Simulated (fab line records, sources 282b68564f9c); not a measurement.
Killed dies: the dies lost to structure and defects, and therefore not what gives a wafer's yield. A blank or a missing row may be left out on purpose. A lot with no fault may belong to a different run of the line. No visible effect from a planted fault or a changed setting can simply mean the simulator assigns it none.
Split-lot experiment | flow rit-cmos | 23 wafers read across 5 lots, on a route 202 steps long

== ABOUT THE SPLIT ==
At RIT_NWELL_IMPLANT_08, the setting energy-kev was moved away from the recipe's 170 on 7 of the 23 wafers read, by -2.2% to +3.5%. The other wafers ran this setting at the recipe's value.

The reading comes from the split's own step.

== THE READING ==
implant.drp-nm (the simulator's own value, which no gauge read), in nm, at RIT_NWELL_IMPLANT_08. There is no usual value for it anywhere in the file.

wafer  | tool, chamber at the split | energy-kev as run | against the recipe | implant.drp-nm, nm | against lot-mates on the recipe
L074.2 | implanter-02, 0            | 170               | recipe             | 68.82              | -
L074.4 | implanter-02, 0            | 170               | recipe             | 68.82              | -
L074.6 | implanter-02, 0            | 170               | recipe             | 68.82              | -
L076.1 | implanter-01, 0            | 166.2             | -2.2%              | 67.69              | -1.13
L076.2 | implanter-01, 0            | 166.2             | -2.2%              | 67.69              | -1.13
L076.6 | implanter-01, 0            | 166.2             | -2.2%              | 67.69              | -1.13
L076.3 | implanter-01, 0            | 170               | recipe             | 68.82              | -
L076.5 | implanter-01, 0            | 170               | recipe             | 68.82              | -
L079.1 | implanter-03, 0            | 174.5             | +2.6%              | 70.19              | +1.37
L079.4 | implanter-03, 0            | 174.5             | +2.6%              | 70.19              | +1.37
L079.2 | implanter-03, 0            | 170               | recipe             | 68.82              | -
L079.3 | implanter-03, 0            | 170               | recipe             | 68.82              | -
L079.6 | implanter-03, 0            | 170               | recipe             | 68.82              | -
L080.1 | implanter-01, 0            | 170               | recipe             | 68.82              | -
L080.3 | implanter-01, 0            | 170               | recipe             | 68.82              | -
L080.4 | implanter-01, 0            | 170               | recipe             | 68.82              | -
L080.2 | implanter-01, 0            | 175.9             | +3.5%              | 70.61              | +1.79
L080.6 | implanter-01, 0            | 175.9             | +3.5%              | 70.61              | +1.79
L084.1 | implanter-03, 0            | 170               | recipe             | 68.82              | -
L084.2 | implanter-03, 0            | 170               | recipe             | 68.82              | -
L084.4 | implanter-03, 0            | 170               | recipe             | 68.82              | -
L084.5 | implanter-03, 0            | 170               | recipe             | 68.82              | -
L084.6 | implanter-03, 0            | 170               | recipe             | 68.82              | -

FIT RESULTS
A straight line over all 23 wafers: implant.drp-nm changes by +0.513 nm for each +1% of energy-kev; r = +1.00; the points scatter about the line by 0.0067 nm.
The same after taking each lot's own level away (the mean of its wafers on the recipe; 23 wafers): +0.513 nm for each +1%; r = +1.00; scatter 0.0067 nm.
The reading moves by 1.8 nm for the largest change in energy-kev, on that fit.
The lots' own levels span 68.820 to 68.820 nm.
The two slopes are in agreement: the lot-to-lot level therefore moves the slope only a little.
Check: +1.78 nm against its lot-mates is what the line predicts for one of the wafers moved furthest among these (+3.5%) when that wafer is left out of the fit. It came out at +1.79 nm against them.

== OTHER SPLITS APPLIED TO THESE WAFERS ==
Other splits were also applied to these wafers ahead of the reading. Each is held against what the fit with the lots' levels taken away leaves over:
other split on the same wafers  | wafers away from the commonest value | r with implant.drp-nm (lot level and that fit taken away)
RIT_ACTIVE_COAT_06 spin-rpm     | 7                                    | -0.46
RIT_ACTIVE_SOFTBAKE_07 temp-c   | 8                                    | -0.03
RIT_FOX2_OXIDATION_00 ox-time-s | 18                                   | -0.48
RIT_NWELL_COAT_01 resist-thk-nm | 10                                   | -0.20

== THE WHOLE CHAIN: every reading that the file lists as answering this split, in the file's order ==
step                 | what it does | reading                                                         | change (the file's fit)               | r (the file's)
RIT_NWELL_IMPLANT_08 |              | implant.rp-nm (the simulator's own value, which no gauge read)  | +2.21 nm for each +1% of the setting  | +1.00
RIT_NWELL_IMPLANT_08 |              | implant.drp-nm (the simulator's own value, which no gauge read) | +0.514 nm for each +1% of the setting | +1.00

== FILE'S OWN FIT ==
implant.drp-nm changes by +0.514 nm for each +1% of energy-kev, r = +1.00.
